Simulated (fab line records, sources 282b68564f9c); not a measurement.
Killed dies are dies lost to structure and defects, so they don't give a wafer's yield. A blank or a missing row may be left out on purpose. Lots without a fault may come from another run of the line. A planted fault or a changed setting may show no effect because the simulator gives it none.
Which tool did it? | flow rit_cmos | 14 lots, 42 wafers sampled, at 5 steps of a route of 202

WHAT THE GAUGES READ, wafer by wafer
RIT_ACTIVE_BOW_MEAS_00.
lot  | measured    | on            | INCOMING_BOW (um)
L417 | day 1 10:00 | film_metro-02 | 5 7 7
L418 | day 1 15:01 | film_metro-01 | 2 3 -1
L419 | day 1 20:00 | film_metro-02 | -4 -10 0
L420 | day 2 01:01 | film_metro-02 | 3 -6 6
L421 | day 2 06:00 | film_metro-01 | -1 8 -21
L423 | day 2 16:00 | film_metro-02 | -2 -13 -2
L424 | day 2 21:01 | film_metro-04 | -1 2 4
L426 | day 3 07:00 | film_metro-01 | 4 -3 -8
L427 | day 3 12:00 | film_metro-01 | -4 5 0
L430 | day 4 03:01 | film_metro-04 | 6 2 5
L436 | day 5 09:01 | film_metro-04 | -8 5 -1
L437 | day 5 14:02 | film_metro-04 | 2 -8 4
L438 | day 5 19:01 | film_metro-02 | 3 0 2
L440 | day 6 05:00 | film_metro-02 | -8 -13 -6

RIT_NLDD_TW_MEAS_10.
lot  | measured    | on            | NLDD_TW
L417 | day 2 21:44 | film_metro-04 | 2494 2496 2497
L418 | day 3 00:32 | film_metro-02 | 2526 2513 2511
L419 | day 3 05:50 | film_metro-01 | 2465 2470 2471
L420 | day 3 09:53 | film_metro-04 | 2499 2507 2480
L421 | day 3 18:04 | film_metro-01 | 2480 2458 2462
L423 | day 4 04:04 | film_metro-01 | 2479 2471 2475
L424 | day 4 06:35 | film_metro-01 | 2481 2491 2469
L426 | day 4 19:01 | film_metro-04 | 2508 2489 2493
L427 | day 4 22:22 | film_metro-04 | 2488 2492 2471
L430 | day 5 13:14 | film_metro-04 | 2475 2472 2490
L436 | day 7 01:57 | film_metro-04 | 2482 2487 2496
L437 | day 7 08:01 | film_metro-01 | 2468 2474 2470
L438 | day 7 08:16 | film_metro-02 | 2531 2530 2516
L440 | day 8 05:34 | film_metro-02 | 2521 2528 2530

RIT_SDANNEAL_RS_MEAS_05: measures by four-point-probe.
lot  | measured    | on            | NSD_RS (ohm/sq)
L417 | day 3 05:14 | film_metro-04 | 83.14 83.61 83.47
L418 | day 3 08:16 | film_metro-02 | 84.07 83.95 84.23
L419 | day 3 13:14 | film_metro-02 | 83.41 83.54 83.60
L420 | day 3 17:32 | film_metro-02 | 83.94 83.70 83.86
L421 | day 4 02:53 | film_metro-01 | 83.65 83.51 83.50
L423 | day 4 11:25 | film_metro-01 | 83.62 83.88 83.48
L424 | day 4 14:25 | film_metro-04 | 83.80 83.86 84.13
L426 | day 5 03:59 | film_metro-02 | 83.68 83.75 83.55
L427 | day 5 05:53 | film_metro-02 | 83.63 83.85 84.00
L430 | day 5 22:14 | film_metro-04 | 83.39 83.44 83.50
L436 | day 7 09:48 | film_metro-01 | 83.46 83.74 83.71
L437 | day 7 15:32 | film_metro-04 | 83.25 83.28 83.45
L438 | day 7 17:00 | film_metro-01 | 84.02 84.04 83.90
L440 | day 8 13:19 | film_metro-04 | 83.69 83.49 83.47

RIT_CONTACT_CD_MEAS_08: target cd 1000 nm.
lot  | measured    | on        | cd_nm (nm)
L417 | day 3 07:19 | cd_sem-02 | 998.4 999.3 999.2
L418 | day 3 10:25 | cd_sem-01 | 1001.9 1002.3 1001.6
L419 | day 3 15:20 | cd_sem-01 | 998.9 1002.5 999.2
L420 | day 3 19:40 | cd_sem-02 | 998.2 996.4 997.5
L421 | day 4 04:50 | cd_sem-02 | 1000.5 999.7 999.7
L423 | day 4 13:39 | cd_sem-01 | 1001.8 1001.4 1000.8
L424 | day 4 16:29 | cd_sem-01 | 999.2 999.0 999.2
L426 | day 5 05:56 | cd_sem-02 | 930.2 929.0 929.7
L427 | day 5 07:50 | cd_sem-01 | 945.3 946.6 946.7
L430 | day 6 00:22 | cd_sem-02 | 995.4 997.4 996.7
L436 | day 7 11:53 | cd_sem-02 | 1000.2 1001.9 1001.7
L437 | day 7 17:29 | cd_sem-01 | 1000.1 999.8 999.6
L438 | day 7 18:57 | cd_sem-01 | 999.6 1002.0 998.8
L440 | day 8 15:24 | cd_sem-01 | 998.3 997.5 998.6

WHICH TOOL RAN EACH LOT (tool, then ch and the chambers of the sampled wafers, then the start)
lot  | RIT_CONTACT_EXPOSE_05
L417 | iline_stepper-01 ch 0, day 3 06:48
L418 | iline_stepper-02 ch 0, day 3 09:54
L419 | iline_stepper-01 ch 0, day 3 14:48
L420 | iline_stepper-02 ch 0, day 3 19:07
L421 | iline_stepper-02 ch 0, day 4 04:19
L423 | iline_stepper-02 ch 0, day 4 12:59
L424 | iline_stepper-01 ch 0, day 4 15:58
L426 | iline_stepper-01 ch 0, day 5 05:26
L427 | iline_stepper-01 ch 0, day 5 07:19
L430 | iline_stepper-02 ch 0, day 5 23:48
L436 | iline_stepper-02 ch 0, day 7 11:22
L437 | iline_stepper-02 ch 0, day 7 16:58
L438 | iline_stepper-02 ch 0, day 7 18:26
L440 | iline_stepper-02 ch 0, day 8 14:53
- RIT_CONTACT_EXPOSE_05: exposes mask M11, target cd 1000 nm.

WHAT THE TOOLS THEMSELVES READ (means of the sampled wafers that have a number; where no wafer has one, the mark that the record gives instead)
RIT_CONTACT_EXPOSE_05.
lot  | tool             | exposure_dose_mJ_cm2 | reticle_temp_C (C)
L417 | iline_stepper-01 | 250.00               | 22.96
L418 | iline_stepper-02 | 249.91               | 23.08
L419 | iline_stepper-01 | 249.75               | 22.97
L420 | iline_stepper-02 | 249.82               | 23.05
L421 | iline_stepper-02 | 249.92               | 22.93
L423 | iline_stepper-02 | 249.78               | 22.91
L424 | iline_stepper-01 | 249.78               | 23.00
L426 | iline_stepper-01 | 195.71               | 22.92
L427 | iline_stepper-01 | 206.51               | 22.95
L430 | iline_stepper-02 | 249.89               | 23.00
L436 | iline_stepper-02 | 249.93               | 22.96
L437 | iline_stepper-02 | 249.85               | 23.02
L438 | iline_stepper-02 | 249.80               | 23.06
L440 | iline_stepper-02 | 249.70               | 22.97

THE ANSWER, worked out from the rows above alone
Rule: what is usual is taken from the lots themselves. Put in order of their means at a reading, lots are off if they are a third of the lots or fewer, leave a main group of 4 or more, and stand apart from it by a gap of 3 or more times the standard deviation of the main group's means; of several such gaps the widest counts. A main group whose means are all the same, to the digits that the tables above print for the reading, isn't used. A lot without any number at a reading at which 4 lots or more have one is off too. The other lots that the step has rows for count as sound. The gauges are gone through in route order, then the tools' own readings, and for those a lot's mean is taken as printed above. The first step at which some lot is off is used, and at that step the reading that is off furthest; a lot without a number counts as furthest.
Off: L426, L427, at RIT_CONTACT_CD_MEAS_08 (cd_nm). The main group: mean 999.6 nm, standard deviation 1.6.
A tool fits if, at a process step before that reading, it ran every lot that is off, and no sound lot after the first of them. The gauges at RIT_CONTACT_CD_MEAS_08 aren't tried: what is off there is off at RIT_CONTACT_EXPOSE_05 too, on other tools, and a gauge's error can't cause that. One fits: iline_stepper-01 at RIT_CONTACT_EXPOSE_05. Its last sound lot is L424 (day 4 15:58), its first lot that is off L426 (day 5 05:26): a fault that began between those two fits.
The tool's own readings at RIT_CONTACT_EXPOSE_05 bear it out: on the lots that are off they differ by more than 5 times the standard deviation of the sound lots' means. exposure_dose_mJ_cm2 reads 201.11 there against 249.84 on the sound lots.

WHAT THE SIMULATOR HAD PUT IN
Process parameter drift: iline_stepper-01, from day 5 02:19 on, at RIT_CONTACT_EXPOSE_05. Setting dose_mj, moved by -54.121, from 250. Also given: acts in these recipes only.
Lots struck among those shown: L426, L427. The rule above found the same.
